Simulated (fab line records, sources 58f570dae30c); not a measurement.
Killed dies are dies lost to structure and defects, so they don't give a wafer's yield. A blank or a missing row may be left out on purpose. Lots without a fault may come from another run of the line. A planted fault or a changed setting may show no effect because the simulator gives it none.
Which tool did it? | flow berkeley_cmos170 | 15 lots, 45 wafers sampled, at 1 step of a route of 331

WHAT THE GAUGES READ, wafer by wafer
UCB170_NVT_TW_MEAS_09. Usual: NVT_TW 529.3, standard deviation 2.5.
lot  | measured     | on            | NVT_TW            | flag
L803 | day 6 12:17  | film_metro-01 | 522.6 527.7 526.4 |
L804 | day 6 12:26  | film_metro-03 | 531.7 534.1 531.2 |
L805 | day 6 15:23  | film_metro-01 | 527.0 526.8 524.8 |
L806 | day 7 01:44  | film_metro-03 | 527.0 530.9 531.4 |
L810 | day 7 05:40  | film_metro-01 | 527.1 525.6 528.1 |
L811 | day 7 05:55  | film_metro-03 | 535.5 533.2 530.5 |
L814 | day 7 17:20  | film_metro-01 | 530.5 530.7 530.7 |
L813 | day 7 17:37  | film_metro-01 | 527.7 526.1 523.3 |
L812 | day 7 18:00  | film_metro-03 | 527.9 531.8 532.0 |
L819 | day 8 17:41  | film_metro-03 | 531.9 535.0 534.6 |
L818 | day 8 18:01  | film_metro-04 | 529.2 530.8 533.0 |
L822 | day 9 16:16  | film_metro-01 | 529.4 530.9 530.4 |
L823 | day 9 16:31  | film_metro-03 | 528.7 530.4 531.7 |
L824 | day 10 00:56 | film_metro-04 | 528.1 530.2 528.9 |
L825 | day 10 08:32 | film_metro-04 | 532.3 528.4 531.1 |

WHICH TOOL RAN EACH LOT (tool, then ch and the chambers of the sampled wafers, then the start)
The record holds no process step before these readings.

WHAT THE TOOLS THEMSELVES READ (means of the sampled wafers that have a number; where no wafer has one, the mark that the record gives instead)
The record holds no such reading with a usual standard deviation.

THE ANSWER, worked out from the rows above alone
Rule: a lot is off if the mean of its wafers that have a number lies more than 3 standard deviations from the usual mean. A lot without any number at a reading at which 4 lots or more have one is off too. The other lots that the step has rows for count as sound. The gauges are gone through in route order, then the tools' own readings, and for those a lot's mean is taken as printed above. The first step at which some lot is off is used, and at that step the reading that is off furthest; a lot without a number counts as furthest.
No lot is off at any reading shown: from this, nothing can be told.

WHAT THE SIMULATOR HAD PUT IN
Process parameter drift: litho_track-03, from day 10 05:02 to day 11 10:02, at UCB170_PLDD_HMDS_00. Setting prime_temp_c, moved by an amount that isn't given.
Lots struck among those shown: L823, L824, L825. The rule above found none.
